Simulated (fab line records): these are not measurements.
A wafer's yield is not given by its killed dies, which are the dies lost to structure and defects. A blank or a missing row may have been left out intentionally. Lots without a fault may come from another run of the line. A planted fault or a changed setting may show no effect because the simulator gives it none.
Commonality check across tools	flow berkeley-cmos170	14 lots and 48 wafers in the sample

== REASON FOR OPENING ==
2 of 14 lots carry a flag on the reading NWELL_TW at UCB170_NWELL_TW_MEAS_16. Wafers without a fault read 1252, standard deviation 9.
Rule: a lot gets a flag if all its wafers with a number sit over 4 standard deviations from that mean, or if no wafer of it has a number. As for the other lots, they are considered sound.

lot	measured	on	NWELL_TW, wafer by wafer	flag
L396	day 2 13:19	film-metro-02	1246 1248 1247	
L397	day 2 22:23	film-metro-02	1243 1241 1244	
L399	day 3 08:10	film-metro-01	1262 1266 1260	
L400	day 3 08:28	film-metro-02	1253 1245 1248	
L403	day 3 22:21	film-metro-02	1248 1240 1243	
L405	day 4 15:19	film-metro-01	1268 1266 1263	
L407	day 4 20:47	film-metro-03	1329 1328 1329 1327 1326 1328	FLAGGED
L408	day 5 06:19	film-metro-02	1309 1310 1318 1311 1319 1315	FLAGGED
L413	day 5 22:29	film-metro-03	1256 1258 1260	
L414	day 6 07:41	film-metro-01	1263 1260 1260	
L415	day 6 11:44	film-metro-03	1254 1257 1259	
L416	day 6 20:56	film-metro-02	1236 1240 1240	
L417	day 7 06:07	film-metro-01	1261 1258 1251	
L419	day 7 17:51	film-metro-03	1258 1252 1258	
On average the flagged lots' numbers are 1321, which is +69 against the usual, or +8 standard deviations.

== WHICH TOOL RAN EACH LOT ==
The record keeps 1 process step preceding the reading, out of 331 steps on the route. Every cell lists first the tool, next ch and the chambers used by the sampled wafers, and last the start.
lot	flag	UCB170_NWELL_IMPLANT_14
L396		implanter-03 ch 0, day 2 13:04
L397		implanter-02 ch 0, day 2 22:08
L399		implanter-03 ch 0, day 3 07:55
L400		implanter-02 ch 0, day 3 08:13
L403		implanter-03 ch 0, day 3 22:07
L405		implanter-02 ch 0, day 4 15:06
L407	FLAGGED	implanter-02 ch 0, day 4 20:32
L408	FLAGGED	implanter-02 ch 0, day 5 06:04
L413		implanter-01 ch 0, day 5 22:14
L414		implanter-01 ch 0, day 6 07:28
L415		implanter-03 ch 0, day 6 11:29
L416		implanter-01 ch 0, day 6 20:41
L417		implanter-03 ch 0, day 7 05:52
L419		implanter-01 ch 0, day 7 17:36
What these steps do:
- UCB170_NWELL_IMPLANT_14
- UCB170_NWELL_TW_MEAS_16

== FLAGGED AGAINST TOTAL, ONE TOOL AT A TIME (gauges that did the reading follow at the end) ==
step	tool	lots run	flagged	share of the flagged lots	sound lots run after its first flagged lot
UCB170_NWELL_IMPLANT_14	implanter-01	4	0	none	-
UCB170_NWELL_IMPLANT_14	implanter-02	5	2	all	0
UCB170_NWELL_IMPLANT_14	implanter-03	5	0	none	-
UCB170_NWELL_TW_MEAS_16	film-metro-01	4	0	none	-
UCB170_NWELL_TW_MEAS_16	film-metro-02	6	1	some	1 (L416)
UCB170_NWELL_TW_MEAS_16	film-metro-03	4	1	some	3 (L413,L415,L419)

== THE TABLE: WHAT IT ALLOWS ==
Rows of the table that ran each flagged lot: 1, that is implanter-02 at UCB170_NWELL_IMPLANT_14.
- implanter-02 at UCB170_NWELL_IMPLANT_14: 2 of its 5 lots flagged. A fault beginning between L405 (day 4 15:06), its last sound lot, and L407 (day 4 20:32), its first flagged one, fits the data. Its own readings (beam-energy-keV) fall more than 4 standard deviations out on all wafers of the flagged lots.
One tool is left: implanter-02 at UCB170_NWELL_IMPLANT_14.

== WHAT THE SIMULATOR HAD INSERTED ==
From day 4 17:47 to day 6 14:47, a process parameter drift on implanter-02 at UCB170_NWELL_IMPLANT_14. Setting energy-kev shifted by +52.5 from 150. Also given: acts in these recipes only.
Struck lots among those shown: L407, L408. The rule above reached the same finding.
